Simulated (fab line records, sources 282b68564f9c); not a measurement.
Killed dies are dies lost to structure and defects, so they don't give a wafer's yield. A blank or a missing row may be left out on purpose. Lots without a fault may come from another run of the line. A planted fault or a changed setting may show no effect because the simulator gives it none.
A struck lot beside a sound one | flow rit_cmos | 15 steps out of a route of 202
Sound: wafers L432.3, L432.4, L432.6. Struck: wafers L434.2, L434.4, L434.6. The cause comes at the end.
At each step with rows: each side's tool, then ch and its chambers, then its first start. Under that, the readings that differ: sound wafers | struck wafers | difference of the means | sigmas: that difference in standard deviations of wafers without a fault.
alike: readings whose means differ by less than 2 such deviations, and words and numbers that are the same on both sides. not compared: withheld readings, readings that some wafer has no value for, bounds like >300 that may hide the same value, and numbers for which the record gives no deviation and whose values overlap.
The two part at a step that has a row with sigmas, a row that says differs or no value, or rows on one side only. Numbers that don't overlap but have no deviation are shown without sigmas and don't part them. A reading that every wafer of one side lacks parts them only if that side has two wafers or more.

RIT_SDANNEAL_RTA_03: time 5 s.
  sound on rtp_anneal-02 ch 0, day 3 01:25; struck on rtp_anneal-02 ch 0, day 3 11:09
  alike: wafer_temp_C_max
RIT_SDANNEAL_RS_MEAS_04: measures by four-point-probe.
  sound on film_metro-04, day 3 01:30; struck on film_metro-01, day 3 11:13
  alike: PSD_RS
RIT_SDANNEAL_RS_MEAS_05: measures by four-point-probe.
  sound on film_metro-04, day 3 01:37; struck on film_metro-01, day 3 11:20
  alike: NSD_RS
RIT_SDANNEAL_RS_MEAS_06: measures by four-point-probe.
  sound on film_metro-04, day 3 01:44; struck on film_metro-01, day 3 11:28
  alike: PLDD_RS
RIT_SDANNEAL_RS_MEAS_07: measures by four-point-probe.
  sound on film_metro-04, day 3 01:52; struck on film_metro-01, day 3 11:35
  alike: NLDD_RS
then, 1 step without rows for these wafers: RIT_SILICIDE_WET_ETCH_00 (etches SiO2 in BOE, target depth 14 nm, time 15 s).
RIT_SILICIDE_SPUTTER_01: material Ti, target thk 30 nm, time 240 s.
  sound on pvd_sputter-03, day 3 01:58; struck on pvd_sputter-03, day 3 11:41
  alike: throttle_valve_pct
RIT_SILICIDE_RS_MEAS_02: measures by four-point-probe.
  sound on film_metro-02, day 3 02:09; struck on film_metro-03, day 3 11:52
  alike: SILICIDE_TI_RS
RIT_SILICIDE_THK_MEAS_03: measures by xrf.
  sound on film_metro-02, day 3 02:15; struck on film_metro-03, day 3 11:58
  alike: SILICIDE_TI_THK
RIT_SILICIDE_RTA_04: time 10 s, ramp up 5 s, ramp down 5 s.
  sound on rtp_anneal-01 ch 0, day 3 02:20; struck on rtp_anneal-01 ch 0, day 3 12:02
  alike: wafer_temp_C_max
then, 1 step without rows for these wafers: RIT_SILICIDE_WET_ETCH_05 (etches Ti in SPM, time 120 s).
RIT_SILICIDE_RTA_06: time 10 s, ramp up 5 s, ramp down 10 s.
  sound on rtp_anneal-02 ch 0, day 3 02:29; struck on rtp_anneal-02 ch 0, day 3 12:08
  alike: wafer_temp_C_max
RIT_CONTACT_CVD_00: deposits SiO2 from TEOS, target thk 400 nm, time 61 s.
  sound on pecvd-03 ch 0,1,2, day 3 02:32; struck on pecvd-01 ch 0,1,2, day 3 12:25
  alike: heater_power_w
  not compared: since_wet_clean_h
RIT_CONTACT_THK_MEAS_01:
  sound on film_metro-03, day 3 02:36; struck on film_metro-03, day 3 12:48
  reading               | sound       | struck      | difference | sigmas
  CONTACT_TEOS_THK (nm) | 395 392 399 | 797 814 806 | +410       | +82
RIT_M1_PROBE_99:
  the record has rows for the sound wafers here (prober-01, day 3 09:38) and none for the struck ones

WHERE THEY PART
First at RIT_CONTACT_THK_MEAS_01; last, within this record, at RIT_M1_PROBE_99.

WHY: what the simulator had put in
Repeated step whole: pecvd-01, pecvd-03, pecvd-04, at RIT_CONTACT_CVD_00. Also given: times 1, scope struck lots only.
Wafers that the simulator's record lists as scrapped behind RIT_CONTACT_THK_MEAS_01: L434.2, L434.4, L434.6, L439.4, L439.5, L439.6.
